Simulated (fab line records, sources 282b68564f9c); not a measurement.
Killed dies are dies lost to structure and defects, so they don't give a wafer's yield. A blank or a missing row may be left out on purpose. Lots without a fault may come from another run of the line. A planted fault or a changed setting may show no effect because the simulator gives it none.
Which tool did it? | flow rit_cmos | 14 lots, 42 wafers sampled, at 2 steps of a route of 202

WHAT THE GAUGES READ, wafer by wafer
RIT_NRETRO_OVL_MEAS_06.
lot  | measured    | on         | NRETRO_OVL (nm)
L524 | day 2 13:10 | overlay-02 | -0.9 -2.1 1.4
L525 | day 2 18:38 | overlay-02 | -2.1 -1.8 -1.0
L527 | day 3 02:28 | overlay-02 | 0.3 -3.1 -2.2
L528 | day 3 09:01 | overlay-02 | -0.1 0.8 0.7
L529 | day 3 14:00 | overlay-01 | 1.5 2.0 0.9
L531 | day 3 22:54 | overlay-02 | 0.4 -1.0 -1.3
L532 | day 4 03:13 | overlay-02 | -0.6 -0.6 0.2
L533 | day 4 10:57 | overlay-02 | -2.1 0.5 -0.3
L534 | day 4 16:10 | overlay-01 | 0.6 -0.4 -0.8
L540 | day 5 20:53 | overlay-01 | 0.3 0.3 0.0
L541 | day 6 04:05 | overlay-01 | 1.8 1.4 1.6
L542 | day 6 08:23 | overlay-01 | 0.0 0.5 2.4
L545 | day 6 21:47 | overlay-02 | -2.9 -2.6 -4.6
L546 | day 7 02:46 | overlay-01 | 1.7 1.8 0.6

RIT_SPACER_THK_MEAS_04.
lot  | measured    | on            | SPACER_NITRIDE_THK (nm)
L524 | day 3 07:19 | film_metro-04 | 251.1 249.2 250.5
L525 | day 3 13:10 | film_metro-01 | 247.6 245.4 245.0
L527 | day 3 23:34 | film_metro-04 | 251.1 249.4 250.3
L528 | day 4 01:38 | film_metro-02 | 245.1 245.0 245.8
L529 | day 4 10:39 | film_metro-04 | 248.9 248.8 249.9
L531 | day 4 19:52 | film_metro-02 | 251.6 248.8 251.4
L532 | day 4 22:25 | film_metro-01 | 247.0 247.8 247.8
L533 | day 5 05:11 | film_metro-01 | 246.5 248.3 247.3
L534 | day 5 10:46 | film_metro-04 | 251.8 249.5 249.9
L540 | day 6 15:49 | film_metro-02 | 250.9 248.2 249.4
L541 | day 6 21:31 | film_metro-02 | 244.9 247.3 247.4
L542 | day 7 01:49 | film_metro-02 | 252.7 256.7 251.6
L545 | day 7 16:50 | film_metro-01 | 245.9 248.4 246.6
L546 | day 7 18:32 | film_metro-04 | 246.2 247.1 246.5

WHICH TOOL RAN EACH LOT (tool, then ch and the chambers of the sampled wafers, then the start)
The record holds no process step before these readings.

WHAT THE TOOLS THEMSELVES READ (means of the sampled wafers that have a number; where no wafer has one, the mark that the record gives instead)
The record holds no such reading with a usual standard deviation.

THE ANSWER, worked out from the rows above alone
Rule: what is usual is taken from the lots themselves. Put in order of their means at a reading, lots are off if they are a third of the lots or fewer, leave a main group of 4 or more, and stand apart from it by a gap of 3 or more times the standard deviation of the main group's means; of several such gaps the widest counts. A main group whose means are all the same, to the digits that the tables above print for the reading, isn't used. A lot without any number at a reading at which 4 lots or more have one is off too. The other lots that the step has rows for count as sound. The gauges are gone through in route order, then the tools' own readings, and for those a lot's mean is taken as printed above. The first step at which some lot is off is used, and at that step the reading that is off furthest; a lot without a number counts as furthest.
No lot is off at any reading shown: from this, nothing can be told.

WHAT THE SIMULATOR HAD PUT IN
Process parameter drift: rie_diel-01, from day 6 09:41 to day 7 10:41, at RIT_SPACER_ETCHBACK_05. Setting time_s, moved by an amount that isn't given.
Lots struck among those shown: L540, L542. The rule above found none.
